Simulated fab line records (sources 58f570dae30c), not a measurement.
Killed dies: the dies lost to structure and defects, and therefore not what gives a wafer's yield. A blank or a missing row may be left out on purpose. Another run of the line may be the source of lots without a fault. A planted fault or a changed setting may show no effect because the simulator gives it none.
Lot-split experiment | flow berkeleyCmos170 | 23 wafers read from 5 lots, route of 331 steps

## THE SPLIT ITSELF
At UCB170_PSD_EXPOSE_03 (exposes mask PSELECT MOD, target cd 1200 nm), the setting doseMj was moved away from the recipe's 30 on 11 of the 23 wafers read, by -6.6% to +6.7%. All remaining wafers had this setting at the recipe value.

## FROM THE SPLIT TO THE READING: what the file shows between them, 2 steps
- UCB170_PSD_PEB_04
- UCB170_PSD_DEVELOP_05: develop time 45 s

## THE READING
At UCB170_PSD_CD_MEAS_06: cdNm in nanometres, against a target cd of 1200 nm. On this fab line, fault-free wafers typically give 1200.6 nm with a standard deviation of 1.5 nm.

wafer  | tool, chamber at the split | doseMj as run | against the recipe | cdNm, nm | against lot-mates on the recipe
L077.2 | krfScanner-02, 0           | 30            | recipe             | 1201.3   | -
L077.3 | krfScanner-02, 0           | 30            | recipe             | 1201.1   | -
L077.4 | krfScanner-02, 0           | 30            | recipe             | 1201.5   | -
L075.1 | krfScanner-01, 0           | 32.01         | +6.7%              | 1211.7   | +12.5
L075.2 | krfScanner-01, 0           | 32.01         | +6.7%              | 1211.2   | +12.0
L075.3 | krfScanner-01, 0           | 30            | recipe             | 1199.0   | -
L075.4 | krfScanner-01, 0           | 32.01         | +6.7%              | 1211.3   | +12.1
L075.5 | krfScanner-01, 0           | 30            | recipe             | 1199.4   | -
L078.1 | krfScanner-02, 0           | 28.03         | -6.6%              | 1187.1   | -11.0
L078.2 | krfScanner-02, 0           | 30            | recipe             | 1198.1   | -
L078.3 | krfScanner-02, 0           | 30            | recipe             | 1198.0   | -
L078.5 | krfScanner-02, 0           | 28.03         | -6.6%              | 1187.5   | -10.5
L078.6 | krfScanner-02, 0           | 28.03         | -6.6%              | 1186.2   | -11.8
L080.1 | krfScanner-01, 0           | 30            | recipe             | 1201.8   | -
L080.2 | krfScanner-01, 0           | 31.32         | +4.4%              | 1210.7   | +9.1
L080.3 | krfScanner-01, 0           | 30            | recipe             | 1201.2   | -
L080.5 | krfScanner-01, 0           | 30            | recipe             | 1201.9   | -
L080.6 | krfScanner-01, 0           | 31.32         | +4.4%              | 1208.9   | +7.3
L084.1 | krfScanner-02, 0           | 28.49         | -5.0%              | 1194.2   | -8.7
L084.2 | krfScanner-02, 0           | 28.49         | -5.0%              | 1192.1   | -10.8
L084.3 | krfScanner-02, 0           | 30            | recipe             | 1202.3   | -
L084.4 | krfScanner-02, 0           | 30            | recipe             | 1203.5   | -
L084.6 | krfScanner-02, 0           | 28.49         | -5.0%              | 1192.9   | -10.0

FIT RESULTS
A straight line over all 23 wafers: cdNm changes by +1.8 nm for each +1% of doseMj; r = +0.97; the points scatter about the line by 1.7 nm.
The same after taking each lot's own level away (the mean of its wafers on the recipe; 23 wafers): +1.81 nm for each +1%; r = +1.00; scatter 0.67 nm.
According to that fit, moving doseMj by its largest amount changes the reading by 12 nm.
Measured against the standard deviation above, the lots' own levels, which go from 1198.05 to 1202.90 nm, span 3.2 times it.
The two slopes agree, so the slope changes little with the lot-to-lot level.
Check: for one of the wafers moved furthest among these (+6.7%), held out of the fit, the line's prediction against its lot-mates is +12.1 nm. It came out at +12.5 nm against them.

## ADDITIONAL SPLITS CARRIED BY THESE WAFERS
Note: prior to the reading, these wafers also went through further splits. Each is held against what the fit with the lots' levels taken away leaves over:
other split on the same wafers  | wafers away from the commonest value | r with cdNm (lot level and that fit taken away)
UCB170_START_OXIDATION_02 tempC | 15                                   | -0.29
UCB170_ACTIVE_EXPOSE_10 doseMj  | 8                                    | -0.31
UCB170_NVT_IMPLANT_07 doseCm2   | 9                                    | +0.17
UCB170_PVT_STRIP_08 o2FlowSccm  | 7                                    | -0.52
UCB170_PLDD_EXPOSE_03 doseMj    | 9                                    | +0.41
UCB170_NLDD_COAT_01 resistThkNm | 9                                    | +0.07
UCB170_SPACER_CVD_00 timeS      | 7                                    | -0.41

## THE FILE'S OWN FIT
cdNm changes by +1.81 nm for each +1% of doseMj, r = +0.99.
